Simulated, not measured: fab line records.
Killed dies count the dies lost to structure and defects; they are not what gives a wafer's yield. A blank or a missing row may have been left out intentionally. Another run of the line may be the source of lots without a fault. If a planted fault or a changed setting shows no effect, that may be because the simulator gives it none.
Chamber matching / flow berkeley-cmos170 / UCB170_GATE_ETCH_15 on rie-si-01 has 4 sister chambers
The step etches poly-Si in HBr/Cl2, stops on SiO2, time 56.3 s, target depth 278.2 nm. 14 wafers are shown with their chamber, then 7 later ones without.

== WAFERS WITH THEIR CHAMBER ==
wafer=L764.2; chamber=1; drypump-motor-current-A (A)=5.0; throttle-valve-pct (%)=26.45; run-length-s (s)=84.9
wafer=L764.4; chamber=2; drypump-motor-current-A (A)=4.9; throttle-valve-pct (%)=26.64; run-length-s (s)=84.4
wafer=L764.6; chamber=0; drypump-motor-current-A (A)=5.0; throttle-valve-pct (%)=26.40; run-length-s (s)=86.0
wafer=L767.1; chamber=2; drypump-motor-current-A (A)=4.9; throttle-valve-pct (%)=26.63; run-length-s (s)=84.4
wafer=L767.5; chamber=0; drypump-motor-current-A (A)=5.0; throttle-valve-pct (%)=26.41; run-length-s (s)=85.1
wafer=L767.6; chamber=2; drypump-motor-current-A (A)=4.9; throttle-valve-pct (%)=26.64; run-length-s (s)=84.7
wafer=L766.3; chamber=0; drypump-motor-current-A (A)=5.0; throttle-valve-pct (%)=26.40; run-length-s (s)=85.3
wafer=L766.5; chamber=2; drypump-motor-current-A (A)=4.9; throttle-valve-pct (%)=26.63; run-length-s (s)=84.7
wafer=L766.6; chamber=0; drypump-motor-current-A (A)=5.0; throttle-valve-pct (%)=26.42; run-length-s (s)=85.3
wafer=L772.1; chamber=0; drypump-motor-current-A (A)=5.0; throttle-valve-pct (%)=26.42; run-length-s (s)=85.5
wafer=L772.4; chamber=1; drypump-motor-current-A (A)=5.0; throttle-valve-pct (%)=26.44; run-length-s (s)=85.0
wafer=L772.6; chamber=2; drypump-motor-current-A (A)=4.8; throttle-valve-pct (%)=26.64; run-length-s (s)=84.9
wafer=L774.2; chamber=3; drypump-motor-current-A (A)=6.3; throttle-valve-pct (%)=26.67; run-length-s (s)=84.9
wafer=L774.4; chamber=0; drypump-motor-current-A (A)=5.0; throttle-valve-pct (%)=26.41; run-length-s (s)=85.8

SIGNATURES (means of the wafers above)
reading=drypump-motor-current-A; chamber 0=5.000; chamber 1=5.000; chamber 2=4.880; chamber 3=6.300; scatter within a chamber=0.0283
reading=throttle-valve-pct; chamber 0=26.4100; chamber 1=26.4450; chamber 2=26.6360; chamber 3=26.6700; scatter within a chamber=0.00755
reading=run-length-s; chamber 0=85.500; chamber 1=84.950; chamber 2=84.620; chamber 3=84.900; scatter within a chamber=0.278
Rule: for a wafer and a chamber, the distance is found by dividing, reading by reading, the gap between the wafer's reading and the chamber's mean by the reading's scatter, squaring, summing and taking the root. The wafer belongs to the nearest chamber; if the next one is less than 2 further off, it can't be placed. The scatter is the square root of a quotient: the sum, over the shown wafers, of each reading's squared deviation from its chamber's mean, divided by wafers minus chambers.

== WAFERS WITH NO CHAMBER GIVEN ==
wafer=L774.5; drypump-motor-current-A (A)=5.0; throttle-valve-pct (%)=26.44; run-length-s (s)=85.0
wafer=L775.1; drypump-motor-current-A (A)=5.0; throttle-valve-pct (%)=26.40; run-length-s (s)=85.7
wafer=L775.3; drypump-motor-current-A (A)=6.3; throttle-valve-pct (%)=26.67; run-length-s (s)=84.8
wafer=L775.6; drypump-motor-current-A (A)=5.0; throttle-valve-pct (%)=26.41; run-length-s (s)=85.2
wafer=L777.2; drypump-motor-current-A (A)=5.0; throttle-valve-pct (%)=26.41; run-length-s (s)=85.3
wafer=L777.3; drypump-motor-current-A (A)=5.0; throttle-valve-pct (%)=26.45; run-length-s (s)=84.9
wafer=L777.6; drypump-motor-current-A (A)=6.3; throttle-valve-pct (%)=26.68; run-length-s (s)=85.1

== WHICH CHAMBER EACH ONE RAN IN ==
wafer=L774.5; from the rows above=1; in truth=1
wafer=L775.1; from the rows above=0; in truth=0
wafer=L775.3; from the rows above=3; in truth=3
wafer=L775.6; from the rows above=0; in truth=0
wafer=L777.2; from the rows above=0; in truth=0
wafer=L777.3; from the rows above=1; in truth=1
wafer=L777.6; from the rows above=3; in truth=3
7 of 7 placed correctly. From these rows, 0 cannot be placed. Number placed wrongly: 0.
